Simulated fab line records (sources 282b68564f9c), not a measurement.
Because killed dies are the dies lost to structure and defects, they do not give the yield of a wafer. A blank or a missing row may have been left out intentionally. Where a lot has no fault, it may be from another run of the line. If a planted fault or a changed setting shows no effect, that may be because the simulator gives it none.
Which tool was responsible? :: flow rit_cmos :: 45 wafers from 15 lots sampled at 2 of the route's 202 steps

== WHAT EACH GAUGE READ, for each wafer ==
RIT_REOX_THK_MEAS_04.
lot: L678
measured: day 2 20:19
on: film_metro-03
REOX_OXIDE_THK (nm): 24.8 24.9 24.6

lot: L679
measured: day 2 23:07
on: film_metro-03
REOX_OXIDE_THK (nm): 26.4 26.5 26.4

lot: L681
measured: day 3 08:24
on: film_metro-04
REOX_OXIDE_THK (nm): 25.5 25.4 26.1

lot: L682
measured: day 3 20:16
on: film_metro-01
REOX_OXIDE_THK (nm): 40.5 40.1 39.9

lot: L683
measured: day 3 19:01
on: film_metro-04
REOX_OXIDE_THK (nm): 25.7 25.7 25.5

lot: L685
measured: day 4 05:10
on: film_metro-01
REOX_OXIDE_THK (nm): 25.1 25.5 25.1

lot: L687
measured: day 4 20:19
on: film_metro-03
REOX_OXIDE_THK (nm): 41.8 41.9 41.1

lot: L690
measured: day 5 14:21
on: film_metro-03
REOX_OXIDE_THK (nm): 40.6 41.0 40.5

lot: L691
measured: day 5 11:49
on: film_metro-04
REOX_OXIDE_THK (nm): 25.5 25.2 25.3

lot: L693
measured: day 5 21:40
on: film_metro-01
REOX_OXIDE_THK (nm): 25.2 25.4 25.7

lot: L694
measured: day 6 01:31
on: film_metro-01
REOX_OXIDE_THK (nm): 25.3 25.3 25.5

lot: L696
measured: day 6 16:46
on: film_metro-01
REOX_OXIDE_THK (nm): 24.9 25.4 25.2

lot: L699
measured: day 7 06:28
on: film_metro-04
REOX_OXIDE_THK (nm): 25.4 25.0 25.3

lot: L700
measured: day 7 16:12
on: film_metro-01
REOX_OXIDE_THK (nm): 25.3 24.9 25.2

lot: L701
measured: day 8 04:01
on: film_metro-03
REOX_OXIDE_THK (nm): 25.1 25.1 25.3

== WHAT TOOL EACH LOT RAN ON (gives the tool, then ch and the chambers of the sampled wafers, and finally the start) ==
lot: L678
RIT_REOX_OXIDATION_03: furnace-04 ch 0, day 2 17:46

lot: L679
RIT_REOX_OXIDATION_03: furnace-03 ch 0, day 2 20:34

lot: L681
RIT_REOX_OXIDATION_03: furnace-03 ch 0, day 3 05:50

lot: L682
RIT_REOX_OXIDATION_03: furnace-03 ch 0, day 3 14:05

lot: L683
RIT_REOX_OXIDATION_03: furnace-04 ch 0, day 3 16:28

lot: L685
RIT_REOX_OXIDATION_03: furnace-03 ch 0, day 4 02:36

lot: L687
RIT_REOX_OXIDATION_03: furnace-01 ch 0, day 4 15:03

lot: L690
RIT_REOX_OXIDATION_03: furnace-04 ch 0, day 5 08:35 and furnace-03 ch 0, day 5 11:48

lot: L691
RIT_REOX_OXIDATION_03: furnace-03 ch 0, day 5 09:15

lot: L693
RIT_REOX_OXIDATION_03: furnace-01 ch 0, day 5 19:07

lot: L694
RIT_REOX_OXIDATION_03: furnace-01 ch 0, day 5 22:58

lot: L696
RIT_REOX_OXIDATION_03: furnace-01 ch 0, day 6 14:13

lot: L699
RIT_REOX_OXIDATION_03: furnace-03 ch 0, day 7 03:54

lot: L700
RIT_REOX_OXIDATION_03: furnace-03 ch 0, day 7 13:39

lot: L701
RIT_REOX_OXIDATION_03: furnace-03 ch 0, day 8 01:28
- RIT_REOX_OXIDATION_03: target thk 25.2 nm, ox time 5580 s.

== WHAT THE TOOLS THEMSELVES READ (means of the sampled wafers that have a number; where no wafer has one, the mark that the record gives instead) ==
RIT_REOX_OXIDATION_03.
lot: L678
tool: furnace-04
tube_center_temp_C (C): 900
tube_center_temp_C_max: 902.2
zone_power_centre_pct (%): 39
zone_power_load_pct (%): 29.5

lot: L679
tool: furnace-03
tube_center_temp_C (C): 900
tube_center_temp_C_max: 902.5
zone_power_centre_pct (%): 44
zone_power_load_pct (%): 28.0

lot: L681
tool: furnace-03
tube_center_temp_C (C): 900
tube_center_temp_C_max: 902.4
zone_power_centre_pct (%): 45
zone_power_load_pct (%): 28.0

lot: L682
tool: furnace-03
tube_center_temp_C (C): 900
tube_center_temp_C_max: 902.0
zone_power_centre_pct (%): 44
zone_power_load_pct (%): 27.9

lot: L683
tool: furnace-04
tube_center_temp_C (C): 900
tube_center_temp_C_max: 903.0
zone_power_centre_pct (%): 39
zone_power_load_pct (%): 29.3

lot: L685
tool: furnace-03
tube_center_temp_C (C): 900
tube_center_temp_C_max: 902.2
zone_power_centre_pct (%): 45
zone_power_load_pct (%): 28.3

lot: L687
tool: furnace-01
tube_center_temp_C (C): 900
tube_center_temp_C_max: 902.1
zone_power_centre_pct (%): 48
zone_power_load_pct (%): 27.4

lot: L690
tool: furnace-04/furnace-03
tube_center_temp_C (C): 900
tube_center_temp_C_max: 902.3
zone_power_centre_pct (%): 42
zone_power_load_pct (%): 28.7

lot: L691
tool: furnace-03
tube_center_temp_C (C): 900
tube_center_temp_C_max: 902.2
zone_power_centre_pct (%): 45
zone_power_load_pct (%): 27.6

lot: L693
tool: furnace-01
tube_center_temp_C (C): 900
tube_center_temp_C_max: 902.2
zone_power_centre_pct (%): 49
zone_power_load_pct (%): 27.5

lot: L694
tool: furnace-01
tube_center_temp_C (C): 900
tube_center_temp_C_max: 902.2
zone_power_centre_pct (%): 48
zone_power_load_pct (%): 27.2

lot: L696
tool: furnace-01
tube_center_temp_C (C): 900
tube_center_temp_C_max: 902.1
zone_power_centre_pct (%): 48
zone_power_load_pct (%): 27.2

lot: L699
tool: furnace-03
tube_center_temp_C (C): 900
tube_center_temp_C_max: 902.5
zone_power_centre_pct (%): 44
zone_power_load_pct (%): 28.1

lot: L700
tool: furnace-03
tube_center_temp_C (C): 900
tube_center_temp_C_max: 902.3
zone_power_centre_pct (%): 45
zone_power_load_pct (%): 28.0

lot: L701
tool: furnace-03
tube_center_temp_C (C): 900
tube_center_temp_C_max: 902.7
zone_power_centre_pct (%): 45
zone_power_load_pct (%): 27.7

== THE ANSWER, worked out from the rows above alone ==
Rule: the lots themselves supply what counts as usual. Put in order of their means at a reading, lots are off if they are a third of the lots or fewer, leave a main group of 4 or more, and stand apart from it by a gap of 3 or more times the standard deviation of the main group's means; of several such gaps the widest counts. A main group whose means are all the same, to the digits that the tables above print for the reading, isn't used. A lot without any number at a reading at which 4 lots or more have one is off too. Any other lot the step has rows for is counted as sound. First the gauges in route order, then the tools' own readings, where a lot's mean is used as printed above. At the first step where some lot is off, the reading lying furthest off is the one used; lots without a number count as furthest.
Off: L682, L687, L690, at RIT_REOX_THK_MEAS_04 (REOX_OXIDE_THK). For the main group the mean is 25.4 nm and the standard deviation 0.39.
A tool fits if, at a process step before that reading, it ran every lot that is off, and no sound lot after the first of them. The gauges at RIT_REOX_THK_MEAS_04 are tried like those tools. Of those tried, none fits.

== WHAT HAD BEEN PUT IN BY THE SIMULATOR ==
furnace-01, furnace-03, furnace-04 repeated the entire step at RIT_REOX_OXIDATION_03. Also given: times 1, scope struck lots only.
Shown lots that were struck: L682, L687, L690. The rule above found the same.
